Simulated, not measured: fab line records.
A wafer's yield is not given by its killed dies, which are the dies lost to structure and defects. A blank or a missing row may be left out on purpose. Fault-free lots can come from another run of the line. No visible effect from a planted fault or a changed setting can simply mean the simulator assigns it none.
A struck lot beside a sound one | flow ritCmos | 27 out of 202 route steps
Sound: wafers L314.2, L314.3, L314.4. Struck: wafer L318.5. (L318.1, L318.6 of the same lot were not struck and are left out.) The cause comes at the end.
For every step that has rows: the tool of each side, followed by ch and its chambers, followed by its first start. Under that, the readings that differ: sound wafers | struck wafers | difference of the means | sigmas: that difference in standard deviations of wafers without a fault.
alike: same words and numbers on both sides, and readings whose means sit less than 2 such deviations apart. not compared: any withheld reading, any reading some wafer has no value for, any bound like >300 that may hide the same value, and any number with overlapping values for which the record gives no deviation.
Wherever a step has rows on one side only, a row that says differs or no value, or a row with sigmas, the two part there. Numbers that have no deviation but don't overlap get no sigmas and don't part them. A reading missing from all wafers of one side parts the sides only when that side holds two or more wafers.

first, 4 steps without rows for these wafers: RIT_CONTACT_SOFTBAKE_04 (time 60 s); RIT_CONTACT_EXPOSE_05 (exposes mask M11, target cd 1000 nm); RIT_CONTACT_PEB_06; RIT_CONTACT_DEVELOP_07 (develop time 120 s).
RIT_CONTACT_CD_MEAS_08 targets a cd of 1000 nm.
  sound on cdSem-01, day 5 06:02; struck on cdSem-01, day 6 04:33
  alike: cdNm
RIT_CONTACT_OVL_MEAS_09:
  sound on overlay-01, day 5 06:08; struck on overlay-02, day 6 04:40
  alike: CONTACT_OVL
then, 1 step without rows for these wafers: RIT_CONTACT_HARDBAKE_10 (time 60 s).
RIT_CONTACT_ETCH_11: etches SiO2 in CHF3/CF4/Ar, stops on TiSi2, target depth 480 nm, time 320 s.
  sound on rieDiel-03 ch 0,1,2, day 5 06:19; struck on rieDiel-04 ch 0, day 6 04:51
reading                  | sound       | struck | difference | sigmas
drypumpMotorCurrentA (A) | 6.5 6.5 5.7 | 5.3    | -0.9       | -2
  alike: oesProductAu, throttleValvePct
  not compared: rfHoursCounterH
RIT_CONTACT_STRIP_12: strips in O2, time 180 s.
  sound on plasmaAsher-02 ch 0,1, day 5 06:31; struck on plasmaAsher-03 ch 0, day 6 05:03
  alike: drypumpMotorCurrentA
  not compared: rfHoursCounterH
RIT_CONTACT_CD_MEAS_90 targets a cd of 1000 nm.
  sound on cdSem-01, day 5 06:42; struck on cdSem-02, day 6 05:13
  alike: cdNm
then, 2 steps without rows for these wafers: RIT_CONTACT_CLEAN_13 (cleans in SC1, time 600 s); RIT_CONTACT_CLEAN_14 (cleans in SC2, time 600 s).
RIT_M1_SPUTTER_00: material Al, target thk 400 nm, time 500 s.
  sound on pvdSputter-01, day 5 07:10; struck on pvdSputter-01, day 6 05:55
reading                              | sound             | struck | difference | sigmas
model.Al_of_M1_SPUTTER_00.thkNm (nm) | 402.8 401.2 402.8 | 617.2  | +214.9     | 
  alike: throttleValvePct
RIT_M1_RS_MEAS_01: a four-point-probe measurement.
  sound on filmMetro-04, day 5 07:29; struck on filmMetro-04, day 6 06:13
reading           | sound                | struck | difference | sigmas
M1_AL_RS (ohm/sq) | 0.0729 0.0733 0.0728 | 0.0472 | -0.0258    | -33
RIT_M1_THK_MEAS_02: measures by xrf.
  sound on filmMetro-04, day 5 07:35; struck on filmMetro-04, day 6 06:20
reading        | sound       | struck | difference | sigmas
M1_AL_THK (nm) | 407 403 407 | 619    | +213       | +43
then, 6 steps without rows for these wafers: RIT_M1_HMDS_03 (prime time 60 s); RIT_M1_COAT_04 (resist thk 1300 nm); RIT_M1_SOFTBAKE_05 (time 60 s); RIT_M1_EXPOSE_06 (exposes mask M12, target cd 2600 nm); RIT_M1_PEB_07; RIT_M1_DEVELOP_08 (develop time 68 s).
RIT_M1_CD_MEAS_09 targets a cd of 2600 nm.
  sound on cdSem-01, day 5 08:56; struck on cdSem-01, day 6 07:29
  alike: cdNm
RIT_M1_OVL_MEAS_10:
  sound on overlay-02, day 5 09:03; struck on overlay-01, day 6 07:36
  alike: M1_OVL
then, 1 step without rows for these wafers: RIT_M1_HARDBAKE_11 (time 120 s).
RIT_M1_METAL_ETCH_12: etches Al in Cl2/BCl3, stops on SiO2, time 165 s, target depth 600 nm.
  sound on rieMetal-02 ch 0,1, day 5 09:24; struck on rieMetal-02 ch 1, day 6 08:02
reading             | sound             | struck | difference | sigmas
oesProductAu (a.u.) | 0.765 0.781 0.774 | 0.977  | +0.204     | +17
  alike: drypumpMotorCurrentA, throttleValvePct
  not compared: rfHoursCounterH
then, 1 step without rows for these wafers: RIT_M1_STRIP_13 (strips in nmp, time 600 s).
RIT_M1_PROBE_99:
  sound on prober-01, day 5 11:42; struck on prober-02, day 6 10:56
reading                               | sound             | struck | difference | sigmas
defectLimitedYield (%)                | 98.1 96.2 93.9    | 6.4    | -89.7      | -75
killed_at_M0_to_M3                    | 1 0 0             | 242    | +242       | +99 or more
killedDies                            | 5 10 16           | 247    | +237       | +76
killedOnRim                           | 0 0 5             | 66     | +64        | +49
model.etest.tester.sortNPass          | 259 254 248       | 0      | -254       | 
model.etest.tester.sortYieldPct (%)   | 98.11 96.21 93.94 | 0      | -96        | 
model.etest.tester.sort_bin_5_pct (%) | 0.7576 3.03 3.788 | 92.42  | +89.89     | 
model.etest.fieldP.short              | 0 0 0             | 1      | +1         | 
model.etest.antennaPoly.short         | 0 0 0             | 1      | +1         | 
model.etest.wellEdgeLeft.short        | 0 0 0             | 1      | +1         | 
model.etest.diodeNplusPwell.overLimit | 0 0 0             | 1      | +1         | 
model.etest.pwell.short               | 0 0 0             | 1      | +1         | 
  alike: killedAtFrontEnd, killedOpen, killedShort

== WHERE THEY PART ==
Earliest at RIT_CONTACT_ETCH_11; latest, in this record, at RIT_M1_PROBE_99.

WHY: the cause the simulator had injected
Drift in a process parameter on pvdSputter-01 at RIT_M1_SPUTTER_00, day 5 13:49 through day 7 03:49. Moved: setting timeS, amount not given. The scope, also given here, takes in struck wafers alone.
